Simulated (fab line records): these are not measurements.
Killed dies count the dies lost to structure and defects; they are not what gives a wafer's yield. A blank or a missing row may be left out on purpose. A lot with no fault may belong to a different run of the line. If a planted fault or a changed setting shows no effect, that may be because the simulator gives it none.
Which tool was responsible? :: flow rit cmos :: 6 lots, 18 wafers sampled, at 2 steps of a route of 202

WHAT THE GAUGES READ, wafer by wafer
RIT_NRETRO_OVL_MEAS_06.
lot: L738
measured: day 2 16:58
on: overlay-02
NRETRO_OVL (nm): 0.8 -0.5 1.2

lot: L741
measured: day 3 06:26
on: overlay-02
NRETRO_OVL (nm): -1.6 -0.9 -0.9

lot: L745
measured: day 4 02:46
on: overlay-02
NRETRO_OVL (nm): 0.4 0.8 0.3

lot: L748
measured: day 4 21:16
on: overlay-02
NRETRO_OVL (nm): - - -

lot: L756
measured: day 6 13:46
on: overlay-01
NRETRO_OVL (nm): 0.6 -2.4 0.6

lot: L758
measured: day 6 23:26
on: overlay-02
NRETRO_OVL (nm): -1.0 0.5 -0.3

WHAT TOOL EACH LOT RAN ON (gives the tool, then ch and the chambers of the sampled wafers, and finally the start)
lot: L738
RIT_NRETRO_EXPOSE_03: iline stepper-01 ch 0, day 2 16:32

lot: L741
RIT_NRETRO_EXPOSE_03: iline stepper-01 ch 0, day 3 06:00

lot: L745
RIT_NRETRO_EXPOSE_03: iline stepper-02 ch 0, day 4 02:20

lot: L748
RIT_NRETRO_EXPOSE_03: iline stepper-01 ch 0, day 4 20:52

lot: L756
RIT_NRETRO_EXPOSE_03: iline stepper-01 ch 0, day 6 13:06

lot: L758
RIT_NRETRO_EXPOSE_03: iline stepper-01 ch 0, day 6 23:02
- RIT_NRETRO_EXPOSE_03: exposes mask M4, target cd 43900 nm.

THE ANSWER, worked out from the rows above alone
Rule: the lots themselves supply what counts as usual. Put in order of their means at a reading, lots are off if they are a third of the lots or fewer, leave a main group of 4 or more, and stand apart from it by a gap of 3 or more times the standard deviation of the main group's means; of several such gaps the widest counts. Not used: any main group whose means are identical at the precision the tables above print for the reading. A lot without any number at a reading at which 4 lots or more have one is off too. The other lots that the step has rows for count as sound.
Off: L748, at RIT_NRETRO_OVL_MEAS_06 (NRETRO_OVL). Without a number there: L748. The main group has a mean of -0.2 nm with a standard deviation of 0.61.
If a tool, at a process step before that reading, ran all the lots that are off and no sound lot after the first of them, it fits. The gauges at RIT_NRETRO_OVL_MEAS_06 are tried like those tools. None of those tried fits.

WHAT THE SIMULATOR HAD PUT IN
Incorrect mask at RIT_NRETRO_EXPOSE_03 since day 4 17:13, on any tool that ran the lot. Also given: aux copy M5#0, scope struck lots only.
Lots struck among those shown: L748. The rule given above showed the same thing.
